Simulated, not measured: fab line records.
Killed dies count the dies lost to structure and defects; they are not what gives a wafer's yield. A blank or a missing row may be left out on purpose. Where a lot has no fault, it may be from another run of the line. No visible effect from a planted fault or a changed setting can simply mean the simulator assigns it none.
fab line records	flow ritCmos
record lots=14	wafers=42	lastDay=7
route steps=202 shown M1@184
lots that met no fault: from a run of the same line without faults
startH: hours from the record's opening day to when the first of the lot's shown wafers began	waitH: hours elapsed since this lot's preceding step	" unchanged from the row above	L1.1+2: a single row standing in for several wafers	- no value, or no start given	* or withheld: withheld	< > ~ a bound
route shown NAME@n: names a module that has steps shown in the file, with the first one's number in the route	usual: the fault-free wafers' mean and standard deviation	same: alike in all rows	chamber/n: place in a boat	sites: per-site readings	_std_site: the values' standard deviation	_edge_site: outer sites' mean less inner sites'	radiusMm: for every site, how far away it sits from the centre of the wafer	mask NAME#n: copy n	behind: the tool/chamber that last shaped the wafer	hold: why the lot went on hold/how many hours it stayed there/how the hold came to an end	device: names the non-switching transistor (n, p or np)	end of line: tests run on the same wafers once the route is complete	a step with no rows: only its recipe	killed: at the first sort, the dies lost to defects and structure; wafer yield is something else	map: dies across one wafer; x = killed, . = not, _ = none there
set.NAME: the setting that was run; set.NAME@STEP: the one run at that earlier step	model.NAME: the simulator's own value behind a step, which no gauge read
steps of the route over a sample of lots; a table a step, a row a wafer
services: the hour from which a tool's chamber was out of use, counted from the record's first day as startH (under 0 if before that day), plus the number of hours and why
## steps
# step RIT_M1_SPUTTER_00
# recipe material=Al	targetThkNm=400	powerW=2000	chamberPressurePa=0.4	gas=Ar	timeS=500	substrateTempC=25
# usual cathodeDcPowerW=2000.0/0.36	throttleValvePct=30.3/1.2
lot.wafer	tool	chamber	startH	waitH	cathodeDcPowerW	throttleValvePct
L161.1	pvdSputter-04	-	69.42	0.0	2000.9	30.6
L161.5	"	-	"	"	1999.9	28.4
L161.6	"	-	"	"	1999.4	30.7
L164.3	pvdSputter-03	-	85.07	0.0	1999.8	31.6
L164.4	"	-	"	"	1999.7	31.0
L164.6	"	-	"	"	1999.9	29.9
L165.1	pvdSputter-02	-	93.81	0.0	1999.6	30.2
L165.2	"	-	"	"	2000.5	29.7
L165.5	"	-	"	"	2000.2	30.0
L166.2	pvdSputter-03	-	95.07	0.0	1999.8	29.9
L166.5	"	-	"	"	1999.8	29.9
L166.6	"	-	"	"	2000.1	31.0
L168.1	pvdSputter-03	-	103.73	0.0	2000.0	31.5
L168.4	"	-	"	"	2000.2	29.9
L168.6	"	-	"	"	2000.2	30.9
L171.2	pvdSputter-02	-	123.88	0.0	2000.5	29.8
L171.3	"	-	"	"	1999.3	31.8
L171.5	"	-	"	"	2000.5	30.2
L173.1	pvdSputter-02	-	130.53	0.0	2000.1	29.8
L173.2	"	-	"	"	2000.4	29.7
L173.3	"	-	"	"	2000.5	31.8
L175.2	pvdSputter-02	-	142.41	0.0	2000.0	30.7
L175.3	"	-	"	"	2000.2	32.1
L175.5	"	-	"	"	2000.8	32.1
L176.1	pvdSputter-04	-	148.43	0.0	2000.0	30.2
L176.2	"	-	"	"	1999.9	28.9
L176.6	"	-	"	"	2000.6	29.9
L177.1	pvdSputter-02	-	150.52	0.0	2000.2	30.4
L177.3	"	-	"	"	2000.0	31.9
L177.5	"	-	"	"	2000.4	31.9
L178.1	pvdSputter-04	-	158.02	0.0	1999.7	30.3
L178.2	"	-	"	"	2000.1	30.6
L178.3	"	-	"	"	2000.1	28.7
L179.4	pvdSputter-02	-	160.57	0.0	1999.9	32.1
L179.5	"	-	"	"	1999.8	29.6
L179.6	"	-	"	"	2000.1	30.3
L180.2	pvdSputter-03	-	164.03	0.0	1999.6	31.9
L180.3	"	-	"	"	2000.1	31.0
L180.4	"	-	"	"	1999.6	29.7
L181.1	pvdSputter-02	-	170.03	0.0	2000.4	29.8
L181.5	"	-	"	"	2000.3	29.9
L181.6	"	-	"	"	1999.8	31.7
# step RIT_M1_RS_MEAS_01
# recipe thkMeasGauge=four-point-probe	reads=Al_of_M1_SPUTTER_00
# usual M1_AL_RS=0.0735/0.00098
lot.wafer	tool	chamber	startH	waitH	M1_AL_RS[ohm/sq]
L161.1	filmMetro-04	-	69.71	0.1	0.0738
L161.5	"	-	"	"	0.0726
L161.6	"	-	"	"	0.0731
L164.3	filmMetro-03	-	85.40	0.2	0.0742
L164.4	"	-	"	"	0.0736
L164.6	"	-	"	"	0.0745
L165.1	filmMetro-04	-	94.11	0.1	0.0736
L165.2	"	-	"	"	0.0724
L165.5	"	-	"	"	0.0741
L166.2	filmMetro-03	-	95.38	0.2	0.0418
L166.5	"	-	"	"	0.0419
L166.6	"	-	"	"	0.0418
L168.1	filmMetro-03	-	104.02	0.1	0.0420
L168.4	"	-	"	"	0.0419
L168.6	"	-	"	"	0.0417
L171.2	filmMetro-04	-	124.20	0.2	0.0732
L171.3	"	-	"	"	0.0752
L171.5	"	-	"	"	0.0745
L173.1	filmMetro-03	-	130.82	0.1	0.0730
L173.2	"	-	"	"	0.0730
L173.3	"	-	"	"	0.0760
L175.2	filmMetro-03	-	142.72	0.2	0.0742
L175.3	"	-	"	"	0.0752
L175.5	"	-	"	"	0.0752
L176.1	filmMetro-04	-	148.73	0.1	0.0723
L176.2	"	-	"	"	0.0741
L176.6	"	-	"	"	0.0729
L177.1	filmMetro-03	-	150.82	0.1	0.0741
L177.3	"	-	"	"	0.0752
L177.5	"	-	"	"	0.0754
L178.1	filmMetro-04	-	158.31	0.1	0.0739
L178.2	"	-	"	"	0.0738
L178.3	"	-	"	"	0.0747
L179.4	filmMetro-04	-	160.93	0.2	0.0747
L179.5	"	-	"	"	0.0721
L179.6	"	-	"	"	0.0731
L180.2	filmMetro-04	-	164.34	0.2	0.0731
L180.3	"	-	"	"	0.0731
L180.4	"	-	"	"	0.0730
L181.1	filmMetro-04	-	170.32	0.1	0.0723
L181.5	"	-	"	"	0.0732
L181.6	"	-	"	"	0.0761
# step RIT_M1_THK_MEAS_02
# recipe thkMeasGauge=xrf	reads=Al_of_M1_SPUTTER_00
# usual M1_AL_THK=407/5.9
lot.wafer	tool	chamber	startH	waitH	M1_AL_THK[nm]
L161.1	filmMetro-04	-	69.83	0.1	409
L161.5	"	-	"	"	411
L161.6	"	-	"	"	412
L164.3	filmMetro-03	-	85.50	0.1	401
L164.4	"	-	"	"	406
L164.6	"	-	"	"	402
L165.1	filmMetro-04	-	94.23	0.1	407
L165.2	"	-	"	"	417
L165.5	"	-	"	"	406
L166.2	filmMetro-03	-	95.49	0.1	708
L166.5	"	-	"	"	704
L166.6	"	-	"	"	709
L168.1	filmMetro-03	-	104.14	0.1	707
L168.4	"	-	"	"	711
L168.6	"	-	"	"	709
L171.2	filmMetro-04	-	124.31	0.1	411
L171.3	"	-	"	"	402
L171.5	"	-	"	"	405
L173.1	filmMetro-03	-	130.94	0.1	410
L173.2	"	-	"	"	411
L173.3	"	-	"	"	393
L175.2	filmMetro-03	-	142.83	0.1	404
L175.3	"	-	"	"	396
L175.5	"	-	"	"	398
L176.1	filmMetro-04	-	148.85	0.1	416
L176.2	"	-	"	"	405
L176.6	"	-	"	"	417
L177.1	filmMetro-03	-	150.94	0.1	402
L177.3	"	-	"	"	396
L177.5	"	-	"	"	397
L178.1	filmMetro-04	-	158.43	0.1	405
L178.2	"	-	"	"	408
L178.3	"	-	"	"	400
L179.4	filmMetro-04	-	161.02	0.1	401
L179.5	"	-	"	"	417
L179.6	"	-	"	"	412
L180.2	filmMetro-04	-	164.45	0.1	412
L180.3	"	-	"	"	412
L180.4	"	-	"	"	413
L181.1	filmMetro-04	-	170.44	0.1	414
L181.5	"	-	"	"	411
L181.6	"	-	"	"	396
# step RIT_M1_METAL_ETCH_12
# recipe stopOn=SiO2	chemistry=Cl2/BCl3	target=Al	timeS=165	overEtchFrac=0.5	pressureMtorr=100	targetDepthA=6000	rfW=246.2	Cl2_flow_sccm=60	bcl3FlowSccm=50
# usual drypumpMotorCurrentA=5.4/0.49	heBacksideLeakSccm=3.35/0.2	oesProductAu=0.773/0.012	throttleValvePct=8.24/0.18
lot.wafer	tool	chamber	startH	waitH	drypumpMotorCurrentA	heBacksideLeakSccm	oesProductAu	rfHoursCounterH	throttleValvePct
L161.1	rieMetal-03	1	71.31	0.2	4.9	3.28	0.758	2	8.49
L161.5	"	1	"	"	4.9	3.26	0.768	-	8.48
L161.6	"	0	"	"	5.8	3.34	0.773	-	8.00
L164.3	rieMetal-03	1	86.88	0.2	5.0	3.18	0.770	-	8.47
L164.4	"	0	"	"	5.8	3.34	0.782	-	8.01
L164.6	"	1	"	"	5.0	3.09	0.764	-	8.49
L165.1	rieMetal-02	0	95.57	0.2	4.8	3.17	0.770	1	8.05
L165.2	"	1	"	"	5.9	3.65	0.773	1	8.40
L165.5	"	1	"	"	5.9	3.70	0.758	-	8.39
L166.2	rieMetal-01	1	96.95	0.2	5.0	3.40	0.973	39	8.22
L166.5	"	0	"	"	6.0	3.50	0.976	-	8.29
L166.6	"	1	"	"	5.0	3.65	0.969	-	8.23
L168.1	rieMetal-02	1	105.50	0.2	5.9	3.59	0.979	1	8.35
L168.4	"	1	"	"	5.9	3.69	0.975	-	8.36
L168.6	"	1	"	"	5.9	3.56	0.975	-	8.35
L171.2	rieMetal-02	0	125.68	0.2	4.8	3.18	0.780	1	8.05
L171.3	"	0	"	"	4.8	3.04	0.759	-	8.03
L171.5	"	0	"	"	4.9	3.01	0.766	-	8.06
L173.1	rieMetal-03	1	132.54	0.2	4.9	3.48	0.769	3	8.49
L173.2	"	0	"	"	5.8	3.34	0.782	3	8.02
L173.3	"	0	"	"	5.8	3.21	0.759	-	8.01
L175.2	rieMetal-03	0	144.17	0.2	5.8	3.28	0.776	4	8.01
L175.3	"	1	"	"	4.9	3.48	0.753	-	8.47
L175.5	"	1	"	"	4.9	3.31	0.760	-	8.48
L176.1	rieMetal-02	0	150.32	0.2	4.8	3.09	0.773	2	8.06
L176.2	"	1	"	"	5.9	3.52	0.746	2	8.39
L176.6	"	1	"	"	5.9	3.73	0.761	-	8.40
L177.1	rieMetal-03	1	152.41	0.2	4.9	3.26	0.772	3	8.50
L177.3	"	1	"	"	4.9	3.40	0.765	-	8.49
L177.5	"	1	"	"	4.9	3.58	0.757	-	8.49
L178.1	rieMetal-01	1	159.95	0.2	5.0	3.57	0.759	0	8.25
L178.2	"	0	"	"	6.0	3.15	0.781	0	8.29
L178.3	"	1	"	"	5.0	3.57	0.755	-	8.26
L179.4	rieMetal-02	0	162.39	0.1	4.8	3.11	0.769	-	8.05
L179.5	"	0	"	"	4.8	3.11	0.776	-	8.05
L179.6	"	1	"	"	5.9	3.57	0.767	-	8.37
L180.2	rieMetal-03	0	165.88	0.2	5.8	3.13	0.782	4	8.02
L180.3	"	1	"	"	5.0	3.20	0.774	-	8.48
L180.4	"	0	"	"	5.8	3.40	0.782	-	7.99
L181.1	rieMetal-01	1	171.79	0.2	5.0	3.31	0.771	0	8.25
L181.5	"	1	"	"	5.0	3.24	0.767	-	8.22
L181.6	"	0	"	"	6.1	3.40	0.762	-	8.29
# step RIT_M1_PROBE_99
# usual defectLimitedYield=97.3/1.2	killed_at_M0_to_M3=0.1/0.34	killedAtContacts=0.1/0.26	killedAtFrontEnd=7/3.1	killedDies=7/3.1	killedOnRim=1.9/1.5	killedOpen=3.5/1.9	killedShort=3.4/2.1
# same grossDies=264	killed_at_M4_up=0	killedAtBackSide=0	killedAtOther=0
lot.wafer	tool	chamber	startH	waitH	defectLimitedYield[%]	killed_at_M0_to_M3	killedAtContacts	killedAtFrontEnd	killedDies	killedOnRim	killedOpen	killedShort
L164.3	prober-02	-	89.20	0.2	94.3	0	0	15	15	4	7	8
L164.4	prober-02	-	89.25	0.2	96.6	0	0	9	9	1	6	3
L164.6	prober-02	-	89.35	0.2	97.0	0	0	8	8	4	4	4
L165.1	prober-01	-	98.85	0.1	97.7	0	0	6	6	3	4	2
L165.2	prober-01	-	98.90	0.1	95.5	0	0	12	12	5	3	9
L165.5	prober-01	-	99.05	0.2	98.1	0	0	5	5	0	4	1
L166.2	prober-02	-	100.40	0.1	0	248	0	16	264	70	8	8
L166.5	prober-02	-	100.55	0.2	0	254	0	10	264	70	5	5
L166.6	prober-02	-	100.60	0.2	0	252	0	12	264	70	4	8
L168.1	prober-02	-	107.92	0.1	0	261	0	3	264	70	1	2
L168.4	prober-02	-	108.07	0.2	0	257	0	7	264	70	3	4
L168.6	prober-02	-	108.17	0.2	0	258	0	6	264	70	3	3
L171.2	prober-01	-	128.15	0.1	99.2	0	0	2	2	1	2	0
L171.3	prober-01	-	128.20	0.2	97.3	0	0	7	7	2	4	3
L171.5	prober-01	-	128.30	0.2	97.7	0	0	6	6	0	2	4
L173.1	prober-01	-	135.35	0.1	97.7	0	0	6	6	1	2	4
L173.2	prober-01	-	135.40	0.1	97.0	0	0	8	8	2	6	2
L173.3	prober-01	-	135.45	0.2	97.0	0	0	8	8	3	4	4
L175.2	prober-01	-	146.65	0.1	98.1	0	0	5	5	1	3	2
L175.3	prober-01	-	146.70	0.2	97.0	0	0	8	8	3	3	5
L175.5	prober-01	-	146.80	0.2	97.0	0	0	8	8	2	6	2
# killed by level:class
L164.3 GATE:geometricParticle:short=5 FOX1:geometricParticle:open=4 FOX2:geometricParticle:open=2 FOX2:geometricParticle:short=1 REOX:geometricParticle:short=1 SPACER:geometricParticle:short=1 SILICIDE:geometricParticle:open=1
L164.4 FOX1:geometricParticle:open=3 FOX1:geometricParticle:short=1 FOX2:geometricParticle:open=1 FOX2:geometricParticle:short=1 REOX:geometricParticle:short=1 REOX:geometricParticle:open=1 SILICIDE:geometricParticle:open=1
L164.6 FOX1:geometricParticle:open=2 REOX:geometricParticle:short=2 FOX1:geometricParticle:short=1 FOX2:geometricParticle:short=1 FOX2:geometricParticle:open=1 GATE:geometricParticle:open=1
L165.1 FOX1:geometricParticle:open=2 FOX2:geometricParticle:short=2 FOX2:geometricParticle:open=1 SILICIDE:geometricParticle:open=1
L165.2 FOX1:geometricParticle:short=3 SPACER:geometricParticle:short=3 GATE:geometricParticle:short=2 FOX2:geometricParticle:open=1 FOX2:geometricParticle:short=1 GATE:geometricParticle:open=1 SILICIDE:geometricParticle:open=1
L165.5 FOX1:geometricParticle:open=2 GATE:geometricParticle:open=2 GATE:geometricParticle:short=1
L166.2 M1:areaEtch=248 GATE:geometricParticle:short=6 GATE:geometricParticle:open=5 SILICIDE:geometricParticle:open=2 FOX2:geometricParticle:short=1 REOX:geometricParticle:open=1 REOX:geometricParticle:short=1
L166.5 M1:areaEtch=254 GATE:geometricParticle:open=3 GATE:geometricParticle:short=3 REOX:geometricParticle:open=2 SPACER:geometricParticle:short=1 SILICIDE:geometricParticle:short=1
L166.6 M1:areaEtch=252 FOX1:geometricParticle:short=2 SILICIDE:geometricParticle:short=2 GATE:geometricParticle:short=2 GATE:geometricParticle:open=2 REOX:geometricParticle:open=2 SPACER:geometricParticle:short=2
L168.1 M1:areaEtch=261 FOX1:geometricParticle:short=1 GATE:geometricParticle:open=1 SPACER:geometricParticle:short=1
L168.4 M1:areaEtch=257 REOX:geometricParticle:short=2 FOX1:geometricParticle:short=1 FOX2:geometricParticle:open=1 GATE:geometricParticle:open=1 SPACER:geometricParticle:short=1 SILICIDE:geometricParticle:open=1
L168.6 M1:areaEtch=258 GATE:geometricParticle:short=2 SPACER:geometricParticle:open=2 GATE:geometricParticle:open=1 SPACER:geometricParticle:short=1
L171.2 FOX2:geometricParticle:open=1 GATE:geometricParticle:open=1
L171.3 GATE:geometricParticle:short=2 GATE:geometricParticle:open=2 FOX2:geometricParticle:open=1 SPACER:geometricParticle:short=1 SILICIDE:geometricParticle:open=1
L171.5 FOX1:geometricParticle:short=2 FOX1:geometricParticle:open=1 GATE:geometricParticle:open=1 SPACER:geometricParticle:short=1 SILICIDE:geometricParticle:short=1
L173.1 GATE:geometricParticle:short=4 GATE:geometricParticle:open=2
L173.2 GATE:geometricParticle:open=2 REOX:geometricParticle:open=2 FOX1:geometricParticle:open=1 GATE:geometricParticle:short=1 REOX:geometricParticle:short=1 SILICIDE:geometricParticle:open=1
L173.3 GATE:geometricParticle:short=2 SILICIDE:geometricParticle:open=2 SILICIDE:geometricParticle:short=2 FOX2:geometricParticle:open=1 GATE:geometricParticle:open=1
L175.2 REOX:geometricParticle:open=2 GATE:geometricParticle:open=1 REOX:geometricParticle:short=1 SPACER:geometricParticle:short=1
L175.3 GATE:geometricParticle:short=4 FOX2:geometricParticle:short=1 GATE:geometricParticle:open=1 REOX:geometricParticle:open=1 SPACER:geometricParticle:open=1
L175.5 FOX2:geometricParticle:open=2 GATE:geometricParticle:open=2 REOX:geometricParticle:short=1 SPACER:geometricParticle:short=1 SPACER:geometricParticle:open=1 SILICIDE:geometricParticle:open=1
## services
tool	chamber	startH	hours	kind
rieMetal-03	1	51.20	18.5	repair
rieMetal-01	-	97.12	1.4	pm
pvdSputter-04	-	97.90	2.4	repair
pvdSputter-04	-	100.49	1.0	repair
rieMetal-01	-	104.26	0.2	repair
rieMetal-03	-	105.44	2.8	pm
rieMetal-01	-	136.12	20.0	pm
rieMetal-01	0	136.12	20.0	ventCycle
rieMetal-01	1	136.12	20.0	ventCycle
rieMetal-01	0	156.12	-	clean
rieMetal-01	1	156.12	-	clean
## key
firstSign step=RIT_M1_RS_MEAS_01	reading=M1_AL_RS	direction=down	sigmas=32	usual=0.0735	struck=0.0418
effect step=RIT_M1_THK_MEAS_02	reading=M1_AL_THK	direction=up	sigmas=51	usual=407	struck=708
effect step=RIT_M1_METAL_ETCH_12	reading=oesProductAu	direction=up	sigmas=16	usual=0.773	struck=0.974
effect step=RIT_M1_PROBE_99	reading=killed_at_M0_to_M3	direction=up	sigmas=99+	usual=0.1	struck=255
moreKillsBornAt RIT_M1_METAL_ETCH_12@rieMetal-02=776	RIT_M1_METAL_ETCH_12@rieMetal-01=754
metAt RIT_M1_SPUTTER_00
struckLots L166,L168
laterRowsLeftOut L166.2,L166.5,L166.6,L168.1,L168.4,L168.6
onsetBetween 85.07 95.07
fault kind=processParameterDrift	tool=pvdSputter-03	chamber=-	onsetH=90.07	steps=RIT_M1_SPUTTER_00	channel=targetThkNm	offset=300.67	shape=step	endH=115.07	actsIn=theseRecipesOnly	stated=400
# laterRowsLeftOut: the simulator's readings of these wafers behind a module that went badly wrong aren't trusted and aren't shown, but for the sort
